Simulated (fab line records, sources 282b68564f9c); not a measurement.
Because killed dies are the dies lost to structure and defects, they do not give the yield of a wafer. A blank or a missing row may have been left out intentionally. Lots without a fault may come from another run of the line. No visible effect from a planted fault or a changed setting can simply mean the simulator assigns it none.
Struck lot and sound lot, side by side | flow rit_cmos | 18 out of 202 route steps
Sound: the wafers L125.2, L125.5, L125.6. Struck: wafers L122.2, L122.5, L122.6. Last of all comes the cause.
For every step that has rows: the tool of each side, followed by ch and its chambers, followed by its first start. Under that, the readings that differ: sound wafers | struck wafers | difference of the means | sigmas: that difference in standard deviations of wafers without a fault.
alike: same words and numbers on both sides, and readings whose means sit less than 2 such deviations apart. not compared: any withheld reading, any reading some wafer has no value for, any bound like >300 that may hide the same value, and any number with overlapping values for which the record gives no deviation.
The two part at a step that has a row with sigmas, a row that says differs or no value, or rows on one side only. Non-overlapping numbers with no deviation appear without sigmas and do not part them. A reading missing from all wafers of one side parts the sides only when that side holds two or more wafers.

first, 4 steps without rows for these wafers: RIT_NRETRO_SOFTBAKE_02 (time 60 s); RIT_NRETRO_EXPOSE_03 (exposes mask M4, target cd 43900 nm); RIT_NRETRO_PEB_04; RIT_NRETRO_DEVELOP_05 (develop time 68 s).
RIT_NRETRO_OVL_MEAS_06:
  sound: overlay-02 at day 6 14:24; struck: overlay-02 at day 5 23:17
  alike: NRETRO_OVL
then, 2 steps without rows for these wafers: RIT_NRETRO_HARDBAKE_07 (time 120 s); RIT_NRETRO_IMPLANT_08.
RIT_NRETRO_STRIP_09: strips in O2, time 180 s.
  sound on plasma_asher-04 ch 0,1, day 6 14:50; struck on plasma_asher-04 ch 0,1, day 5 23:43
  alike: chamber_pressure_mTorr, drypump_motor_current_A
  not compared: rf_hours_counter_h
RIT_NRETRO_TW_MEAS_10:
  sound: film_metro-03 at day 6 15:01; struck: film_metro-03 at day 5 23:55
  alike: NRETRO_TW
then, 3 steps without rows for these wafers: RIT_PRETRO_HMDS_00 (prime time 60 s); RIT_PRETRO_COAT_01 (resist thk 1300 nm); RIT_PRETRO_SOFTBAKE_02 (time 60 s).
RIT_PRETRO_EXPOSE_03: exposes mask M5, target cd 43700 nm.
  sound on iline_stepper-01 ch 0, day 6 15:40; struck on iline_stepper-02 ch 0, day 6 00:26
  reading                        | sound                   | struck         | difference | sigmas
  model.PRETRO.overlay_x_nm (nm) | 0.01933 0.01933 0.01933 | 3396 3396 3396 | +3396      |
  alike: mask
then, 2 steps without rows for these wafers: RIT_PRETRO_PEB_04; RIT_PRETRO_DEVELOP_05 (develop time 68 s).
RIT_PRETRO_OVL_MEAS_06:
  sound: overlay-02 at day 6 16:05; struck: overlay-02 at day 6 00:51
  reading         | sound        | struck               | difference | sigmas
  PRETRO_OVL (nm) | -0.1 0.0 0.6 | 3397.4 3396.6 3396.6 | +3396.7    | +99 or more
then, 1 step without rows for these wafers: RIT_PRETRO_HARDBAKE_07 (time 120 s).
RIT_M1_PROBE_99:
  sound: prober-01 at day 7 18:27; struck: prober-02 at day 7 02:47
  reading                             | sound             | struck            | difference | sigmas
  killed_at_front_end                 | 5 5 6             | 264 264 264       | +259       | +81
  killed_dies                         | 6 5 6             | 264 264 264       | +258       | +81
  killed_on_rim                       | 2 3 1             | 70 70 70          | +68        | +52
  model.etest.pmos_0p3.r_on_ohm_um    | 6231 6136 6212    | 5320 5246 5283    | -910       |
  model.etest.pmos_turned.r_on_ohm_um | 3398 3276 3393    | 2834 2750 2776    | -569       |
  model.etest.pmos_0p15.r_on_ohm_um   | 2750 2675 2770    | 2373 2312 2354    | -385       |
  model.etest.nmos_0p3.r_on_ohm_um    | 2173 2135 2147    | 1768 1787 1761    | -380       |
  model.etest.nmos_turned.drive_ua_um | 335.6 346.8 337.1 | 496.1 505.6 506   | +162.7     |
  model.etest.nmos_0p15.r_on_ohm_um   | 1114 1086 1116    | 987.1 961.8 969   | -132.7     |
  model.etest.nmos_0p15.drive_ua_um   | 468 480.1 468.8   | 601.5 618.6 614.2 | +139.1     |
  model.etest.pmos_0p15.drive_ua_um   | 260.8 266.9 255.8 | 345.6 354 352.2   | +89.4      |
  alike: killed_at_contacts, killed_open, killed_short

== WHERE THEY PART ==
Earliest at RIT_PRETRO_OVL_MEAS_06; latest, in this record, at RIT_M1_PROBE_99.

WHY: what had been put in by the simulator
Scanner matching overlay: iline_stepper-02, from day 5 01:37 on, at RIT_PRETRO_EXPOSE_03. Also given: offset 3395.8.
